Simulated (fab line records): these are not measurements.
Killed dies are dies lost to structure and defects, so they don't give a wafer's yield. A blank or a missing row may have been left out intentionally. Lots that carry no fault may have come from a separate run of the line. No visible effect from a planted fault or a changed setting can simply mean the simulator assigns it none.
Commonality check across tools	flow berkeley-cmos170	Sample size 13 lots and 39 wafers

WHY THIS WAS OPENED
UCB170_SCREENOX_THK_MEAS_02, reading SCREENOX_OXIDE_THK: flagged on 2 of 13 lots. Fault-free wafers read 14.3 nm, with a standard deviation of 0.32.
Rule: a lot is flagged when every wafer of it that has a number lies more than 4 standard deviations from that mean, or none has a number. The other lots count as sound.

lot	measured	on	SCREENOX_OXIDE_THK (nm), wafer by wafer	flag
L990	day 6 09:04	film-metro-02	14.0 14.0 14.3	
L991	day 6 22:31	film-metro-02	14.4 14.5 14.3	
L992	day 6 22:31	film-metro-04	14.4 14.7 14.6	
L994	day 6 22:32	film-metro-03	14.2 14.2 14.3	
L993	day 6 22:35	film-metro-02	14.4 14.5 14.5	
L996	day 8 02:27	film-metro-03	13.9 14.0 14.1	
L998	day 8 02:27	film-metro-02	14.4 14.7 14.7	
L100	day 8 10:37	film-metro-03	14.3 14.6 14.5	
L101	day 8 18:52	film-metro-02	22.5 22.5 22.1	FLAGGED
L102	day 8 18:52	film-metro-03	22.2 22.0 22.5	FLAGGED
L104	day 9 06:35	film-metro-03	14.3 14.4 14.1	
L107	day 9 18:22	film-metro-03	14.4 14.8 14.6	
L108	day 9 18:22	film-metro-04	14.5 14.6 14.6	
Average over the flagged lots: 22.3 nm; offset from the usual +8.0 nm, equal to +25 standard deviations.

TOOL THAT RAN EACH LOT
The record holds 1 process step before the reading, out of a route of 331 steps. Read each cell as the tool, then ch plus the chambers that the sampled wafers visited, then the start.
lot	flag	UCB170_SCREENOX_OXIDATION_01
L990		furnace-01 ch 0, day 6 07:23
L991		furnace-01 ch 0, day 6 20:50
L992		furnace-01 ch 0, day 6 20:50
L994		furnace-01 ch 0, day 6 20:50
L993		furnace-01 ch 0, day 6 20:50
L996		furnace-02 ch 0, day 8 00:47
L998		furnace-02 ch 0, day 8 00:47
L100		furnace-01 ch 0, day 8 08:56
L101	FLAGGED	furnace-01 ch 0, day 8 17:11
L102	FLAGGED	furnace-01 ch 0, day 8 17:11
L104		furnace-02 ch 0, day 9 04:55
L107		furnace-02 ch 0, day 9 16:42
L108		furnace-02 ch 0, day 9 16:42
These steps, and what they do:
- UCB170_SCREENOX_OXIDATION_01: target thk 14.4 nm, ox time 2400 s.
- UCB170_SCREENOX_THK_MEAS_02

FLAGGED OVER TOTAL, TOOL BY TOOL (the gauges that took the reading come last)
step	tool	lots run	flagged	share of the flagged lots	sound lots run after its first flagged lot
UCB170_SCREENOX_OXIDATION_01	furnace-01	8	2	all	0
UCB170_SCREENOX_OXIDATION_01	furnace-02	5	0	none	-
UCB170_SCREENOX_THK_MEAS_02	film-metro-02	5	1	some	0
UCB170_SCREENOX_THK_MEAS_02	film-metro-03	6	1	some	2 (L104,L107)
UCB170_SCREENOX_THK_MEAS_02	film-metro-04	2	0	none	-

THE TABLE: WHAT IT ALLOWS
In the table, 1 row covers all flagged lots: furnace-01 at UCB170_SCREENOX_OXIDATION_01.
- furnace-01 at UCB170_SCREENOX_OXIDATION_01 ran 8 lots, 2 of them flagged. Last sound lot L100 at day 8 08:56, first flagged lot L101 at day 8 17:11; a fault beginning in between fits.
Left over: one tool, furnace-01 at UCB170_SCREENOX_OXIDATION_01.

WHAT HAD BEEN PUT IN BY THE SIMULATOR
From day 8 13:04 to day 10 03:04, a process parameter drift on furnace-01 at UCB170_SCREENOX_OXIDATION_01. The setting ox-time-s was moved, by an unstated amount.
Struck lots among those shown: L101, L102. Same finding as the rule above.
